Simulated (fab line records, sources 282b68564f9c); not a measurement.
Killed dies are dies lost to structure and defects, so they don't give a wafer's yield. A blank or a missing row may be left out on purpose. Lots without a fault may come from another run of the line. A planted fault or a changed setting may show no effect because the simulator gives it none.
fab line records | flow rit_cmos
record lots=7 wafers=21 last_day=7
route steps=202 shown SPACER@127 NSD@131 PSD@142 SDANNEAL@153 PLDD@159 M1@202
lots that met no fault: from a run of the same line without faults
start_h: hours from the record's first day to the start of the lot's first wafer shown | wait_h: hours since the lot's step before | " the same as in the row above | L1.1+2: a row that stands for several wafers | - no value, or no start given | * or withheld: withheld | < > ~ a bound
route shown NAME@n: a module of which the file shows steps, and the number in the route of the first | usual: mean/standard deviation of fault-free wafers | same: alike in all rows | chamber/n: place in a boat | sites: the reading at each site | _std_site: their standard deviation | _edge_site: outer sites' mean less inner sites' | radius_mm: how far each site lies from the wafer's centre | mask NAME#n: copy n | behind: the tool/chamber that last shaped the wafer | hold: why the lot was held/for how many hours/how that ended | device: the transistor (n, p or np) that didn't switch | end of line: the same wafers' tests at the end of the route | a step without rows: its recipe alone | killed: dies lost to structure and defects at the first sort, not the wafer's yield | map: a wafer's dies, x killed, . not, _ none there
set.NAME: the setting as run; set.NAME@STEP: as run at that earlier step | model.NAME: the simulator's own value behind a step, which no gauge read
lots at some steps of the route; a table a step, a row a wafer
services: from which hour (start_h, from the record's first day; less than 0 if before it) a tool's chamber was out of use, for how many hours, and why
## steps
# step RIT_SPACER_CLEAN_02
# recipe chemistry=SC2 mix=3:3:50 time_s=600 temp_c=75 dry=n2_spin
# step RIT_SPACER_CVD_03
# recipe material=Si3N4 target_thk_nm=250 temp_c=810 precursor=SiH2Cl2/NH3 time_s=3300 pressure_mtorr=300 sih2cl2_flow_sccm=60 nh3_flow_sccm=150
# step RIT_SPACER_THK_MEAS_04
# recipe reads=Si3N4_of_SPACER_CVD_03
# usual SPACER_NITRIDE_THK=250.2/2.2
# columns lot.wafer tool chamber start_h wait_h SPACER_NITRIDE_THK[nm]
L827.1 film_metro-04 - 50.86 0.0 249.9
L827.2 " - " " 252.3
L827.5 " - " " 251.6
L835.1 film_metro-02 - 92.24 0.0 247.4
L835.2 " - " " 246.8
L835.3 " - " " 249.3
L838.1 film_metro-03 - 108.38 0.0 248.0
L838.2 " - " " 245.7
L838.6 " - " " 247.1
L840.3 film_metro-04 - 115.96 0.0 250.5
L840.4 " - " " 252.1
L840.5 " - " " 250.5
L843.1 film_metro-02 - 131.74 0.0 253.5
L843.2 " - " " 253.5
L843.3 " - " " 254.2
L848.1 film_metro-04 - 155.95 0.0 248.3
L848.2 " - " " 246.3
L848.3 " - " " 248.4
L849.1 film_metro-04 - 160.34 0.0 249.1
L849.3 " - " " 248.6
L849.6 " - " " 248.9
# step RIT_SPACER_ETCHBACK_05
# recipe target_depth_a=2500 SF6_flow_sccm=30 CHF3_flow_sccm=30 target=Si3N4 chemistry=SF6/CHF3 pressure_mtorr=40 rf_w=250 time_s=243.6 stop_on=SiO2
# usual drypump_motor_current_A=6.0/0.46 oes_product_au=0.845/0.013 throttle_valve_pct=10.24/0.18
# columns lot.wafer tool chamber start_h wait_h drypump_motor_current_A oes_product_au rf_hours_counter_h throttle_valve_pct
L827.1 rie_diel-04 1 50.92 0.1 6.3 0.853 2 10.21
L827.2 " 3 " " 5.2 0.861 66 9.99
L827.5 " 2 " " 5.7 0.849 - 9.96
L835.1 rie_diel-04 1 92.30 0.1 6.3 0.848 3 10.21
L835.2 " 2 " " 5.7 0.840 96 9.97
L835.3 " 0 " " 6.3 0.835 40 9.93
L838.1 rie_diel-04 2 108.44 0.1 5.7 0.844 97 9.96
L838.2 " 3 " " 5.3 0.856 67 9.97
L838.6 " 0 " " 6.3 0.835 - 9.93
L840.3 rie_diel-02 0 116.00 0.0 5.7 0.869 21 10.27
L840.4 " 1 " " 6.8 0.834 84 10.31
L840.5 " 2 " " 6.2 0.860 - 10.44
L843.1 rie_diel-04 1 131.80 0.1 6.3 0.861 4 10.23
L843.2 " 3 " " 5.3 0.869 68 9.99
L843.3 " 2 " " 5.7 0.863 97 9.95
L848.1 rie_diel-03 2 156.01 0.1 6.0 0.825 9 10.24
L848.2 " 0 " " 5.8 0.855 32 10.28
L848.3 " 1 " " 5.9 0.825 95 10.29
L849.1 rie_diel-03 0 160.40 0.1 5.8 0.853 32 10.29
L849.3 " 1 " " 5.9 0.828 95 10.30
L849.6 " 2 " " 6.0 0.833 - 10.26
# step RIT_NSD_HMDS_00
# recipe prime_time_s=60 prime_temp_c=140
# step RIT_NSD_COAT_01
# recipe resist=NOVOLAK spin_rpm=3250 resist_thk_nm=1000
# step RIT_NSD_SOFTBAKE_02
# recipe resist=NOVOLAK temp_c=90 time_s=60
# step RIT_NSD_EXPOSE_03
# recipe mask_id=M9 na=0.57 target_cd_nm=40700 dose_mj=250
# step RIT_NSD_PEB_04
# recipe resist=NOVOLAK temp_c=withheld time_s=withheld
# step RIT_NSD_DEVELOP_05
# recipe resist=NOVOLAK develop_time_s=50 dev_temp_c=23
# step RIT_NSD_OVL_MEAS_06
# usual NSD_OVL=0.1/1.3
# columns lot.wafer tool chamber start_h wait_h NSD_OVL[nm]
L827.1 overlay-02 - 52.05 - -0.5
L827.2 " - " " -1.7
L827.5 " - " " -1.0
L835.1 overlay-01 - 93.30 - 1.8
L835.2 " - " " 0.5
L835.3 " - " " 2.1
L838.1 overlay-02 - 109.56 - 0.2
L838.2 " - " " -0.7
L838.6 " - " " -0.9
L840.3 overlay-02 - 117.28 - -2.3
L840.4 " - " " 0.9
L840.5 " - " " -0.3
L843.1 overlay-01 - 132.80 - -0.9
L843.2 " - " " -1.0
L843.3 " - " " -0.1
L848.1 overlay-01 - 157.18 - -0.2
L848.2 " - " " 2.4
L848.3 " - " " -0.7
L849.1 overlay-01 - 161.52 - 0.7
L849.3 " - " " 2.1
L849.6 " - " " -0.6
# step RIT_NSD_HARDBAKE_07
# recipe resist=NOVOLAK temp_c=140 time_s=60
# step RIT_NSD_IMPLANT_08
# recipe species=P energy_kev=25 dose_cm2=1e+15 tilt_deg=7
# usual beam_energy_keV=25.000/0.0073 dose_ions_cm2=1e+15/9.7e+11 faraday_current_uA=3132/61
# columns lot.wafer tool chamber start_h wait_h beam_energy_keV dose_ions_cm2 faraday_current_uA
L827.1 implanter-04 0 52.24 0.1 25.002 9.994e+14 3071
L827.2 " 0 " " 25.005 1.0007e+15 3107
L827.5 " 0 " " 24.997 9.997e+14 3192
L835.1 implanter-02 0 93.49 0.1 24.993 9.998e+14 3159
L835.2 " 0 " " 25.003 9.998e+14 3140
L835.3 " 0 " " 24.996 1.0003e+15 3186
L838.1 implanter-02 0 109.75 0.1 24.999 1.0006e+15 3221
L838.2 " 0 " " 25.009 1.001e+15 3195
L838.6 " 0 " " 25.003 1.0005e+15 3123
L838.1 implanter-02 0 110.07 0.3 24.988 1.0005e+15 3151
L838.2 " 0 " " 24.990 9.998e+14 3024
L838.6 " 0 " " 24.981 9.994e+14 3225
L840.3 implanter-04 0 117.68 0.1 24.991 1e+15 3204
L840.4 " 0 " " 25.012 9.997e+14 3128
L840.5 " 0 " " 24.993 9.997e+14 3063
L840.3 implanter-04 0 117.99 0.3 25.006 1.0017e+15 3111
L840.4 " 0 " " 25.003 1.0013e+15 3100
L840.5 " 0 " " 25.009 1.0021e+15 3084
L843.1 implanter-02 0 132.99 0.1 25.003 1.0002e+15 3172
L843.2 " 0 " " 24.999 9.997e+14 3063
L843.3 " 0 " " 25.003 1.0012e+15 3211
L848.1 implanter-02 0 157.37 0.1 24.994 1e+15 2969
L848.2 " 0 " " 24.993 1.0015e+15 3173
L848.3 " 0 " " 24.998 9.983e+14 3061
L848.1 implanter-02 0 157.69 0.3 24.996 9.999e+14 3043
L848.2 " 0 " " 25.007 9.99e+14 3072
L848.3 " 0 " " 24.991 9.991e+14 3105
L849.1 implanter-03 0 161.71 0.1 25.002 9.997e+14 3125
L849.3 " 0 " " 24.992 9.995e+14 3207
L849.6 " 0 " " 25.004 1.0004e+15 3178
# step RIT_NSD_STRIP_09
# recipe chemistry=O2 time_s=180 resist=NOVOLAK platen_temp_c=withheld power_w=500 pressure_mtorr=4000 o2_flow_sccm=4000
# usual drypump_motor_current_A=5.3/0.34
# columns lot.wafer tool chamber start_h wait_h drypump_motor_current_A rf_hours_counter_h
L827.1 plasma_asher-02 1 52.39 0.1 4.8 25
L827.2 " 0 " " 5.4 25
L827.5 " 0 " " 5.4 -
L835.1 plasma_asher-04 1 93.64 0.1 5.0 45
L835.2 " 0 " " 5.4 45
L835.3 " 0 " " 5.4 -
L838.1 plasma_asher-04 1 110.50 0.4 5.0 47
L838.2 " 0 " " 5.4 47
L838.6 " 1 " " 5.0 -
L840.3 plasma_asher-03 1 118.15 0.1 6.0 -
L840.4 " 0 " " 5.5 -
L840.5 " 1 " " 6.0 -
L843.1 plasma_asher-04 1 133.14 0.1 5.0 49
L843.2 " 0 " " 5.4 49
L843.3 " 1 " " 5.1 -
L848.1 plasma_asher-04 1 157.84 0.1 5.0 52
L848.2 " 0 " " 5.4 52
L848.3 " 0 " " 5.4 -
L849.1 plasma_asher-03 1 161.86 0.1 6.0 5
L849.3 " 1 " " 6.0 -
L849.6 " 1 " " 6.0 -
# step RIT_NSD_TW_MEAS_10
# usual NSD_TW=3135/17
# columns lot.wafer tool chamber start_h wait_h NSD_TW
L827.1 film_metro-01 - 52.57 0.1 3152
L827.2 " - " " 3161
L827.5 " - " " 3156
L835.1 film_metro-02 - 93.82 0.1 3132
L835.2 " - " " 3144
L835.3 " - " " 3137
L838.1 film_metro-01 - 110.68 0.1 3551
L838.2 " - " " 3575
L838.6 " - " " 3556
L840.3 film_metro-01 - 118.29 0.1 3546
L840.4 " - " " 3560
L840.5 " - " " 3556
L843.1 film_metro-04 - 133.32 0.1 3126
L843.2 " - " " 3134
L843.3 " - " " 3120
L848.1 film_metro-02 - 158.01 0.1 3540
L848.2 " - " " 3542
L848.3 " - " " 3536
L849.1 film_metro-02 - 162.04 0.1 3131
L849.3 " - " " 3112
L849.6 " - " " 3126
# step RIT_PSD_HMDS_00
# recipe prime_time_s=60 prime_temp_c=140
# step RIT_PSD_COAT_01
# recipe resist=NOVOLAK spin_rpm=3250 resist_thk_nm=1000
# step RIT_PSD_SOFTBAKE_02
# recipe resist=NOVOLAK temp_c=90 time_s=60
# step RIT_PSD_EXPOSE_03
# recipe mask_id=M10 na=0.57 target_cd_nm=40900 dose_mj=250
# step RIT_PSD_PEB_04
# recipe resist=NOVOLAK temp_c=withheld time_s=withheld
# step RIT_PSD_DEVELOP_05
# recipe resist=NOVOLAK develop_time_s=50 dev_temp_c=23
# step RIT_PSD_OVL_MEAS_06
# usual PSD_OVL=0.8/1.4
# columns lot.wafer tool chamber start_h wait_h PSD_OVL[nm]
L827.1 overlay-01 - 53.60 - -0.5
L827.2 " - " " -0.8
L827.5 " - " " -0.3
L835.1 overlay-02 - 94.85 - -0.2
L835.2 " - " " 2.5
L835.3 " - " " 1.5
L838.1 overlay-01 - 111.86 - 2.0
L838.2 " - " " 2.8
L838.6 " - " " 1.9
L840.3 overlay-02 - 119.19 - 0.6
L840.4 " - " " 1.3
L840.5 " - " " 0.5
L843.1 overlay-01 - 134.35 - -2.3
L843.2 " - " " -1.6
L843.3 " - " " -2.0
L848.1 overlay-02 - 159.10 - 1.4
L848.2 " - " " 1.5
L848.3 " - " " 0.1
L849.1 overlay-02 - 162.95 - 0.1
L849.3 " - " " 0.2
L849.6 " - " " 1.0
# step RIT_PSD_HARDBAKE_07
# recipe resist=NOVOLAK temp_c=140 time_s=60
# step RIT_PSD_IMPLANT_08
# recipe species=BF2 energy_kev=27 dose_cm2=5e+15 tilt_deg=7
# step RIT_PSD_STRIP_09
# recipe chemistry=O2 time_s=180 resist=NOVOLAK platen_temp_c=withheld power_w=500 pressure_mtorr=4000 o2_flow_sccm=4000
# usual drypump_motor_current_A=5.4/0.48
# columns lot.wafer tool chamber start_h wait_h drypump_motor_current_A rf_hours_counter_h
L827.1 plasma_asher-01 0 53.94 0.1 6.3 42
L827.2 " 1 " " 5.2 42
L827.5 " 0 " " 6.3 -
L835.1 plasma_asher-02 1 95.19 0.1 4.8 30
L835.2 " 0 " " 5.4 30
L835.3 " 0 " " 5.4 -
L838.1 plasma_asher-02 0 112.48 0.1 5.4 32
L838.2 " 1 " " 4.8 32
L838.6 " 1 " " 4.8 -
L840.3 plasma_asher-01 0 119.57 0.1 6.2 -
L840.4 " 1 " " 5.2 -
L840.5 " 0 " " 6.2 -
L843.1 plasma_asher-02 0 134.69 0.1 5.4 34
L843.2 " 1 " " 4.8 34
L843.3 " 1 " " 4.8 -
L848.1 plasma_asher-04 1 159.57 0.1 5.0 52
L848.2 " 0 " " 5.4 52
L848.3 " 1 " " 5.0 -
L849.1 plasma_asher-04 1 163.28 0.1 5.0 52
L849.3 " 1 " " 5.1 -
L849.6 " 0 " " 5.4 -
# step RIT_PSD_TW_MEAS_10
# usual PSD_TW=3441/24
# columns lot.wafer tool chamber start_h wait_h PSD_TW
L827.1 film_metro-01 - 54.11 0.1 3450
L827.2 " - " " 3480
L827.5 " - " " 3463
L835.1 film_metro-02 - 95.36 0.1 3451
L835.2 " - " " 3464
L835.3 " - " " 3460
L838.1 film_metro-04 - 112.66 0.1 3453
L838.2 " - " " 3451
L838.6 " - " " 3448
L840.3 film_metro-04 - 119.71 0.1 3436
L840.4 " - " " 3423
L840.5 " - " " 3409
L843.1 film_metro-04 - 134.86 0.1 3428
L843.2 " - " " 3431
L843.3 " - " " 3430
L848.1 film_metro-02 - 159.74 0.1 3460
L848.2 " - " " 3463
L848.3 " - " " 3445
L849.1 film_metro-04 - 163.46 0.1 3437
L849.3 " - " " 3419
L849.6 " - " " 3401
# step RIT_SDANNEAL_CLEAN_00
# recipe chemistry=SC1 mix=3:3:50 time_s=600 temp_c=75
# step RIT_SDANNEAL_CLEAN_01
# recipe chemistry=dHF dilution=50:1 time_s=31.35
# step RIT_SDANNEAL_CLEAN_02
# recipe chemistry=SC2 mix=3:3:50 time_s=600 temp_c=75 dry=n2_spin
# step RIT_SDANNEAL_RTA_03
# recipe temp_c=1050 time_s=5 idle_temp_c=600 ramp_up_c_per_s=342 ramp_down_c_per_s=171 cool_to_c=600 ambient=N2
# usual anneal_temp_c_max=1054.5/1.1 wafer_temp_C_max=1053.5/1.2
# columns lot.wafer tool chamber start_h wait_h anneal_temp_c_max wafer_temp_C_max
L827.1 rtp_anneal-02 0 54.57 0.0 1054.5 1054.9
L827.2 " 0 " " 1054.8 1053.6
L827.5 " 0 " " 1056.5 1053.4
L835.1 rtp_anneal-02 0 95.79 0.0 1055.0 1053.4
L835.2 " 0 " " 1055.2 1054.2
L835.3 " 0 " " 1055.3 1052.1
L838.1 rtp_anneal-01 0 113.15 0.0 1053.9 1052.6
L838.2 " 0 " " 1052.8 1053.0
L838.6 " 0 " " 1052.4 1052.4
L840.3 rtp_anneal-01 0 120.13 0.0 1053.8 1053.3
L840.4 " 0 " " 1053.5 1055.8
L840.5 " 0 " " 1053.7 1052.0
L843.1 rtp_anneal-02 0 135.29 0.0 1054.6 1052.8
L843.2 " 0 " " 1054.7 1052.4
L843.3 " 0 " " 1055.3 1052.0
L848.1 rtp_anneal-01 0 160.17 0.0 1053.7 1051.9
L848.2 " 0 " " 1053.8 1051.9
L848.3 " 0 " " 1053.7 1054.3
L849.1 rtp_anneal-02 0 163.88 0.0 1054.3 1054.1
L849.3 " 0 " " 1053.6 1054.3
L849.6 " 0 " " 1054.0 1052.0
# step RIT_SDANNEAL_RS_MEAS_04
# recipe thk_meas_gauge=four-point-probe
# usual PSD_RS=116.08/0.29
# columns lot.wafer tool chamber start_h wait_h PSD_RS[ohm/sq]
L827.1 film_metro-02 - 54.63 0.0 115.88
L827.2 " - " " 115.87
L827.5 " - " " 115.87
L835.1 film_metro-01 - 95.85 0.0 115.78
L835.2 " - " " 115.63
L835.3 " - " " 115.72
L838.1 film_metro-01 - 113.21 0.0 115.93
L838.2 " - " " 115.97
L838.6 " - " " 115.89
L840.3 film_metro-04 - 120.21 0.1 115.55
L840.4 " - " " 115.80
L840.5 " - " " 115.90
L843.1 film_metro-04 - 135.35 0.0 115.96
L843.2 " - " " 115.93
L843.3 " - " " 116.36
L848.1 film_metro-01 - 160.23 0.0 116.09
L848.2 " - " " 116.12
L848.3 " - " " 116.42
L849.1 film_metro-01 - 163.94 0.0 116.38
L849.3 " - " " 116.44
L849.6 " - " " 116.39
# step RIT_SDANNEAL_RS_MEAS_05
# recipe thk_meas_gauge=four-point-probe
# usual NSD_RS=84.62/0.29
# columns lot.wafer tool chamber start_h wait_h NSD_RS[ohm/sq]
L827.1 film_metro-02 - 54.75 0.1 83.96
L827.2 " - " " 83.93
L827.5 " - " " 83.86
L835.1 film_metro-01 - 95.97 0.1 84.57
L835.2 " - " " 84.87
L835.3 " - " " 84.58
L838.1 film_metro-01 - 113.33 0.1 52.26
L838.2 " - " " 52.29
L838.6 " - " " 52.29
L840.3 film_metro-04 - 120.33 0.1 52.42
L840.4 " - " " 52.43
L840.5 " - " " 52.43
L843.1 film_metro-04 - 135.47 0.1 84.88
L843.2 " - " " 84.80
L843.3 " - " " 84.87
L848.1 film_metro-01 - 160.35 0.1 52.42
L848.2 " - " " 52.42
L848.3 " - " " 52.35
L849.1 film_metro-01 - 164.06 0.1 84.65
L849.3 " - " " 84.57
L849.6 " - " " 84.71
# step RIT_SDANNEAL_RS_MEAS_06
# recipe thk_meas_gauge=four-point-probe
# usual PLDD_RS=180.5/0.51
# columns lot.wafer tool chamber start_h wait_h PLDD_RS[ohm/sq]
L827.1 film_metro-02 - 54.87 0.1 181.1
L827.2 " - " " 180.7
L827.5 " - " " 180.5
L835.1 film_metro-01 - 96.09 0.1 180.4
L835.2 " - " " 180.1
L835.3 " - " " 180.3
L838.1 film_metro-01 - 113.52 0.2 180.8
L838.2 " - " " 180.3
L838.6 " - " " 180.8
L840.3 film_metro-04 - 120.45 0.1 180.2
L840.4 " - " " 180.5
L840.5 " - " " 180.1
L843.1 film_metro-04 - 135.59 0.1 180.1
L843.2 " - " " 180.2
L843.3 " - " " 180.0
L848.1 film_metro-01 - 160.47 0.1 180.6
L848.2 " - " " 180.4
L848.3 " - " " 180.5
L849.1 film_metro-01 - 164.18 0.1 180.6
L849.3 " - " " 181.1
L849.6 " - " " 180.9
# step RIT_M1_PROBE_99
# usual killed_at_M0_to_M3=0.0/0.12 killed_at_contacts=0.1/0.35 killed_at_front_end=6.6/2.7 killed_dies=6.7/2.8 killed_open=3.4/2.1 killed_short=3.3/1.8
# same gross_dies=264 killed_at_M4_up=0 killed_at_back_side=0 killed_at_other=0
# columns lot.wafer tool chamber start_h wait_h killed_at_M0_to_M3 killed_at_contacts killed_at_front_end killed_dies killed_open killed_short
L827.1 prober-01 - 61.95 0.1 0 0 5 5 1 4
L827.2 prober-01 - 62.00 0.1 0 0 6 6 1 5
L827.5 prober-01 - 62.15 0.2 0 1 5 6 4 2
L835.1 prober-01 - 103.67 0.1 0 0 7 7 3 4
L835.2 prober-01 - 103.72 0.1 0 0 8 8 5 3
L835.3 prober-01 - 103.77 0.2 0 0 9 9 8 1
L838.1 prober-02 - 122.64 0.1 0 0 9 9 4 5
L838.2 prober-02 - 122.69 0.1 0 0 4 4 3 1
L838.6 prober-02 - 122.89 0.2 1 0 10 11 2 9
L840.3 prober-02 - 128.77 0.2 0 0 5 5 1 4
L840.4 prober-02 - 128.82 0.2 0 0 9 9 5 4
L840.5 prober-02 - 128.87 0.2 0 0 3 3 3 0
L843.1 prober-01 - 142.89 0.1 0 0 7 7 1 6
L843.2 prober-01 - 142.94 0.1 0 0 5 5 3 2
L843.3 prober-01 - 142.99 0.2 0 0 9 9 5 4
L849.1 prober-01 - 172.71 0.1 0 0 9 9 6 3
L849.3 prober-01 - 172.81 0.2 0 0 5 5 2 3
L849.6 prober-01 - 172.96 0.2 0 0 7 7 3 4
L848.1 prober-02 - 174.53 0.1 0 0 8 8 6 2
L848.2 prober-02 - 174.58 0.1 0 0 5 5 4 1
L848.3 prober-02 - 174.63 0.2 0 0 5 5 2 3
# killed by level:class
L827.1 GATE:geometric_particle:short=2 GATE:geometric_particle:open=1 REOX:geometric_particle:short=1 SPACER:geometric_particle:short=1
L827.2 GATE:geometric_particle:short=2 FOX1:geometric_particle:short=1 GATE:geometric_particle:open=1 SPACER:geometric_particle:short=1 SILICIDE:geometric_particle:short=1
L827.5 REOX:geometric_particle:short=2 FOX1:geometric_particle:open=1 REOX:geometric_particle:open=1 SPACER:geometric_particle:open=1 CONTACT:geometric_particle:open=1
L835.1 GATE:geometric_particle:short=2 FOX1:geometric_particle:open=1 FOX1:geometric_particle:short=1 FOX2:geometric_particle:open=1 SPACER:geometric_particle:short=1 SPACER:geometric_particle:open=1
L835.2 SPACER:geometric_particle:short=3 FOX1:geometric_particle:open=2 GATE:geometric_particle:open=1 REOX:geometric_particle:open=1 SILICIDE:geometric_particle:open=1
L835.3 FOX1:geometric_particle:open=3 GATE:geometric_particle:open=3 FOX2:geometric_particle:open=1 GATE:geometric_particle:short=1 SILICIDE:geometric_particle:open=1
L838.1 GATE:geometric_particle:short=3 GATE:geometric_particle:open=2 FOX1:geometric_particle:open=1 FOX1:geometric_particle:short=1 FOX2:geometric_particle:open=1 SILICIDE:geometric_particle:short=1
L838.2 SPACER:geometric_particle:open=2 GATE:geometric_particle:open=1 SILICIDE:geometric_particle:short=1
L838.6 GATE:geometric_particle:short=4 SILICIDE:geometric_particle:short=2 ACTIVE:geometric_particle:short=1 GATE:geometric_particle:open=1 SPACER:geometric_particle:open=1 SPACER:geometric_particle:short=1 M1:geometric_particle:short=1
L840.3 GATE:geometric_particle:short=3 FOX1:geometric_particle:short=1 SPACER:geometric_particle:open=1
L840.4 FOX1:geometric_particle:short=2 REOX:geometric_particle:open=2 FOX1:geometric_particle:open=1 GATE:geometric_particle:short=1 REOX:geometric_particle:short=1 SPACER:geometric_particle:open=1 SILICIDE:geometric_particle:open=1
L840.5 GATE:geometric_particle:open=2 FOX1:geometric_particle:open=1
L843.1 REOX:geometric_particle:short=3 GATE:geometric_particle:short=2 REOX:geometric_particle:open=1 SPACER:geometric_particle:short=1
L843.2 GATE:geometric_particle:short=2 SILICIDE:geometric_particle:open=2 GATE:geometric_particle:open=1
L843.3 FOX1:geometric_particle:open=2 FOX2:geometric_particle:open=2 FOX1:geometric_particle:short=1 GATE:geometric_particle:short=1 REOX:geometric_particle:short=1 SPACER:geometric_particle:open=1 SILICIDE:geometric_particle:short=1
L849.1 REOX:geometric_particle:open=3 FOX1:geometric_particle:open=1 FOX1:geometric_particle:short=1 GATE:geometric_particle:open=1 GATE:geometric_particle:short=1 SPACER:geometric_particle:open=1 SILICIDE:geometric_particle:short=1
L849.3 GATE:geometric_particle:open=2 REOX:geometric_particle:short=2 GATE:geometric_particle:short=1
L849.6 GATE:geometric_particle:short=3 ACTIVE:geometric_particle:open=1 SPACER:geometric_particle:open=1 SPACER:geometric_particle:short=1 SILICIDE:geometric_particle:open=1
L848.1 FOX2:geometric_particle:open=2 GATE:geometric_particle:open=2 FOX2:geometric_particle:short=1 GATE:geometric_particle:short=1 SPACER:geometric_particle:open=1 SILICIDE:geometric_particle:open=1
L848.2 GATE:geometric_particle:open=2 FOX2:geometric_particle:open=1 SPACER:geometric_particle:open=1 SILICIDE:geometric_particle:short=1
L848.3 GATE:geometric_particle:open=2 FOX1:geometric_particle:short=1 GATE:geometric_particle:short=1 SILICIDE:geometric_particle:short=1
## services
# columns tool chamber start_h hours kind
plasma_asher-02 - 29.96 0.8 repair
implanter-02 - 38.41 29.8 pm
rie_diel-03 2 44.80 6.3 repair
rie_diel-02 1 57.73 4.4 repair
rie_diel-04 0 72.50 7.0 repair
rtp_anneal-01 - 75.36 3.7 pm
implanter-02 - 77.14 0.8 repair
rie_diel-03 2 85.79 8.8 repair
plasma_asher-01 - 102.22 7.6 repair
plasma_asher-03 - 108.75 9.0 pm
plasma_asher-03 0 108.75 9.0 vent_cycle
plasma_asher-03 1 108.75 9.0 vent_cycle
implanter-02 - 117.25 2.0 repair
plasma_asher-03 0 117.75 - clean
plasma_asher-03 1 117.75 - clean
rie_diel-02 1 120.70 6.3 repair
implanter-04 - 133.56 2.4 repair
rie_diel-04 - 146.84 14.6 pm
plasma_asher-03 - 150.44 2.8 pm
## key
first_sign step=RIT_NSD_IMPLANT_08 reading=visit direction=added
effect step=RIT_NSD_TW_MEAS_10 reading=NSD_TW direction=up sigmas=24 usual=3135 struck=3551
effect step=RIT_SDANNEAL_RS_MEAS_05 reading=NSD_RS direction=down sigmas=99+ usual=84.62 struck=52.37
met_at RIT_NSD_IMPLANT_08
struck_wafers L838.1,L838.2,L838.6,L840.3,L840.4,L840.5,L848.1,L848.2,L848.3
tester_left_out L838,L840,L848
fault kind=repeated_step_whole tool=implanter-02,implanter-03,implanter-04 chamber=- onset_h=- steps=RIT_NSD_IMPLANT_08 times=1 scope=struck_lots_only
# tester_left_out: of these lots the tester's yield and bins aren't shown, on N5 and GAA mostly nor the transistor test; their killed dies are dies lost to structure and defects alone, not to doping, threshold or leakage, so they don't give the yield
